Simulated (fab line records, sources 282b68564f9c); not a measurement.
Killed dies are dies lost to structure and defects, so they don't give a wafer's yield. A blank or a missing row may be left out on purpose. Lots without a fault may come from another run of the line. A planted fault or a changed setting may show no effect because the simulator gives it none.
Which tool did it? | flow rit_cmos | 7 lots, 21 wafers sampled, at 2 steps of a route of 202

WHAT THE GAUGES READ, wafer by wafer
RIT_PWELL_TW_MEAS_10.
lot  | measured    | on            | PWELL_TW
L936 | day 2 07:57 | film_metro-04 | 947 952 952
L938 | day 2 17:36 | film_metro-04 | 949 942 940
L941 | day 3 07:54 | film_metro-04 | 940 946 952
L943 | day 3 22:36 | film_metro-02 | 888 883 887
L948 | day 4 17:14 | film_metro-02 | 882 881 881
L952 | day 5 15:38 | film_metro-04 | 944 942 942
L957 | day 6 16:08 | film_metro-01 | 956 963 953

WHICH TOOL RAN EACH LOT (tool, then ch and the chambers of the sampled wafers, then the start)
lot  | RIT_PWELL_IMPLANT_08
L936 | implanter-02 ch 0, day 2 07:39
L938 | implanter-02 ch 0, day 2 17:17
L941 | implanter-02 ch 0, day 3 07:37
L943 | implanter-02 ch 0, day 3 22:17
L948 | implanter-02 ch 0, day 4 16:56
L952 | implanter-04 ch 0, day 5 15:20
L957 | implanter-04 ch 0, day 6 15:51
- RIT_PWELL_IMPLANT_08

THE ANSWER, worked out from the rows above alone
Rule: what is usual is taken from the lots themselves. Put in order of their means at a reading, lots are off if they are a third of the lots or fewer, leave a main group of 4 or more, and stand apart from it by a gap of 3 or more times the standard deviation of the main group's means; of several such gaps the widest counts. A main group whose means are all the same, to the digits that the tables above print for the reading, isn't used. A lot without any number at a reading at which 4 lots or more have one is off too. The other lots that the step has rows for count as sound.
Off: L943, L948, at RIT_PWELL_TW_MEAS_10 (PWELL_TW). The main group: mean 948, standard deviation 5.4.
A tool fits if, at a process step before that reading, it ran every lot that is off, and no sound lot after the first of them. The gauges at RIT_PWELL_TW_MEAS_10 are tried like those tools. Can't be told from this: 2 tools fit, implanter-02 at RIT_PWELL_IMPLANT_08, film_metro-02 at RIT_PWELL_TW_MEAS_10.

WHAT THE SIMULATOR HAD PUT IN
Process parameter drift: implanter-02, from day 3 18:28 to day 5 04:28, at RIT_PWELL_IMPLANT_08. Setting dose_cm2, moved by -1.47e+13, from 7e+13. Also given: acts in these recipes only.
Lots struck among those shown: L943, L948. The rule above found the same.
